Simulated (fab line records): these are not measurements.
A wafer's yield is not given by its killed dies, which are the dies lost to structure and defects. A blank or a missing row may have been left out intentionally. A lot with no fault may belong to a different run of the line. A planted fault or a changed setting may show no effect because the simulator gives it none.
Which tool is to blame?    flow rit_cmos    42 wafers from 14 lots sampled at 2 of the route's 202 steps

## WHAT EACH GAUGE READ, for each wafer
The record lacks any reading of a measuring or inspecting step that a usual standard deviation could be used to judge.

## EACH LOT AND THE TOOL THAT RAN IT (in order: tool; ch and the chambers of the sampled wafers; start)
lot   RIT_REOX_OXIDATION_03         RIT_M1_PROBE_99
L933  furnace-04 ch 0, day 2 14:39  prober-02, day 3 09:53
L934  furnace-02 ch 0, day 2 21:16  -
L935  furnace-03 ch 0, day 3 00:38  -
L936  furnace-03 ch 0, day 3 04:49  -
L938  furnace-03 ch 0, day 3 15:29  -
L939  furnace-04 ch 0, day 3 19:31  -
L940  furnace-03 ch 0, day 4 00:49  -
L941  furnace-02 ch 0, day 4 07:17  -
L942  furnace-04 ch 0, day 4 11:33  -
L944  furnace-02 ch 0, day 4 20:44  -
L948  furnace-03 ch 0, day 5 21:03  prober-02, day 6 18:00
L953  furnace-03 ch 0, day 6 22:08  prober-01, day 7 17:11
L955  furnace-03 ch 0, day 7 03:17  prober-02, day 7 23:59
L956  furnace-04 ch 0, day 7 09:43  -
- RIT_REOX_OXIDATION_03: target thk 25.2 nm, ox time 5580 s.
- RIT_M1_PROBE_99

## AS READ BY THE TOOLS THEMSELVES (means over the sampled wafers that have a number; for cases with no such wafer, the mark the record gives instead)
RIT_REOX_OXIDATION_03.
lot   tool        ox_temp_c (C)  spike_tc_centre_C (C)  tube_center_temp_C (C)  zone_power_source_pct (%)
L933  furnace-04  899.7          903.3                  900.00                  28.1
L934  furnace-02  900.2          901.7                  900.04                  27.2
L935  furnace-03  900.1          904.6                  900.01                  24.7
L936  furnace-03  900.5          905.4                  900.06                  24.6
L938  furnace-03  900.3          904.8                  900.01                  24.6
L939  furnace-04  900.0          904.5                  899.93                  28.0
L940  furnace-03  900.1          904.6                  900.01                  24.4
L941  furnace-02  900.2          902.4                  900.04                  27.4
L942  furnace-04  899.9          904.2                  900.02                  28.0
L944  furnace-02  900.3          902.0                  900.03                  27.3
L948  furnace-03  900.1          904.9                  899.96                  24.4
L953  furnace-03  899.6          906.0                  900.07                  24.8
L955  furnace-03  900.1          904.4                  899.99                  24.7
L956  furnace-04  900.1          903.4                  900.03                  28.2

RIT_M1_PROBE_99.
lot   tool       killed_at_contacts  killed_at_front_end  killed_dies  killed_on_rim  killed_open  killed_short
L933  prober-02  0.0                 5.7                  5.7          3.7            3.3          2.3
L948  prober-02  0.0                 11.0                 11.0         3.7            5.3          5.7
L953  prober-01  0.3                 179.7                180.0        47.3           2.7          2.3
L955  prober-02  0.0                 178.7                178.7        46.3           2.3          1.7

## THE ANSWER, worked out from the rows above alone
Rule: what is usual is taken from the lots themselves. Put in order of their means at a reading, lots are off if they are a third of the lots or fewer, leave a main group of 4 or more, and stand apart from it by a gap of 3 or more times the standard deviation of the main group's means; of several such gaps the widest counts. Not used: any main group whose means are identical at the precision the tables above print for the reading. A lot without any number at a reading at which 4 lots or more have one is off too. Where the step has rows for the other lots, those lots are counted as sound. First the gauges in route order, then the tools' own readings, where a lot's mean is used as printed above. At the first step where some lot is off, the reading lying furthest off is the one used; lots without a number count as furthest.
No lot is off on any of the readings shown, so nothing can be concluded from this.

## WHAT THE SIMULATOR HAD PUT IN
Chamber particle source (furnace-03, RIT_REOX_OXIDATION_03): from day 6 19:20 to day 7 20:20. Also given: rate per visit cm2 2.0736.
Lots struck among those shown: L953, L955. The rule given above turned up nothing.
